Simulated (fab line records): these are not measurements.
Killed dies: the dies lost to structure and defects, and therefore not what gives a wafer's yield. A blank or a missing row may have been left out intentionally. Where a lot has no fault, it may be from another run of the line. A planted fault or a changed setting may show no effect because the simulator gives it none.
One fault through the eyes of 2 desks ; flow rit cmos ; only its own numbers are on each desk; what lay behind them is given at the end

== TOOL OWNER'S DESK, implanter-04 ==
The tool's own readings at RIT_PWELL_IMPLANT_08, given as means over the sampled wafers that have a number, one for each lot that went through this tool. Marked OUT: a lot whose mean sits more than 4 standard deviations from the usual mean, which makes it out of limits; the brackets give that distance.
Columns: A = dose ions cm2 at RIT_PWELL_IMPLANT_08, usual 6.997e+13; B = faraday current uA at RIT_PWELL_IMPLANT_08, usual 222; C = tilt deg at RIT_PWELL_IMPLANT_08, usual 7.002 degrees
lot;first seen here;A;B;C
L614;day 1 22:36;7.001e+13;220;7.007
L615;day 2 03:47;6.996e+13;220;7.002
L620;day 3 04:14;6.997e+13;216;7.000
L627;day 4 15:43;6.997e+13;223;6.984
L632;day 5 17:19;6.643e+13 (-55) OUT;208;7.012
L633;day 5 22:58;6.642e+13 (-55) OUT;208;7.029
Finding of this desk: L632, L633 out of limits; the first was L632 at day 5 17:19, on dose ions cm2 at RIT_PWELL_IMPLANT_08. Within limits: L614, L615, L620, L627.

== METROLOGY DESK ==
Lot by lot, what the gauges showed, no matter which tool ran the lot: averages of those sampled wafers that carry a number. Marked OUT: a lot whose mean sits more than 4 standard deviations from the usual mean, which makes it out of limits; the brackets give that distance.
Columns: A = PWELL_RS at RIT_WELLDRIVE_RS_MEAS_02, usual 429.0 ohm/sq
lot;first seen here;A
L614;day 2 04:11;428.9
L615;day 2 09:22;429.2
L616;day 2 14:43;428.5
L617;day 2 20:05;430.1
L618;day 3 00:17;429.7
L619;day 3 05:07;429.0
L620;day 3 09:49;430.4
L623;day 4 01:47;428.6
L624;day 4 06:32;428.8
L626;day 4 16:40;431.1
L627;day 4 21:57;427.1
L628;day 5 03:02;429.9
L632;day 5 22:53;442.7 (+11) OUT
L633;day 6 04:32;444.0 (+12) OUT
This desk finds L632, L633 out of limits, with the earliest case on L632 at day 5 22:53 (PWELL_RS at RIT_WELLDRIVE_RS_MEAS_02). Within limits: L614, L615, L616, L617, L618, L619, L620, L623, L624, L626, L627, L628.

== ALL TOGETHER ==
The tool owner's desk had the chance to raise an alarm at day 5 17:19 on L632, L633.
Metrology desk: alarm possible at day 5 22:53 on L632, L633.
Of the lots named, all ran RIT_PWELL_IMPLANT_08 on implanter-04.

== WHAT THE SIMULATOR HAD INSERTED ==
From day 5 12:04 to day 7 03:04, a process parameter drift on implanter-04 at RIT_PWELL_IMPLANT_08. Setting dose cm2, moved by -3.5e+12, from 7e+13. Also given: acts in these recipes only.
Struck lots among those shown: L632, L633.
Delay (hours) between the fault's onset and each desk's first out-of-limits reading: 5 at the tool owner's desk, 11 at the metrology desk.
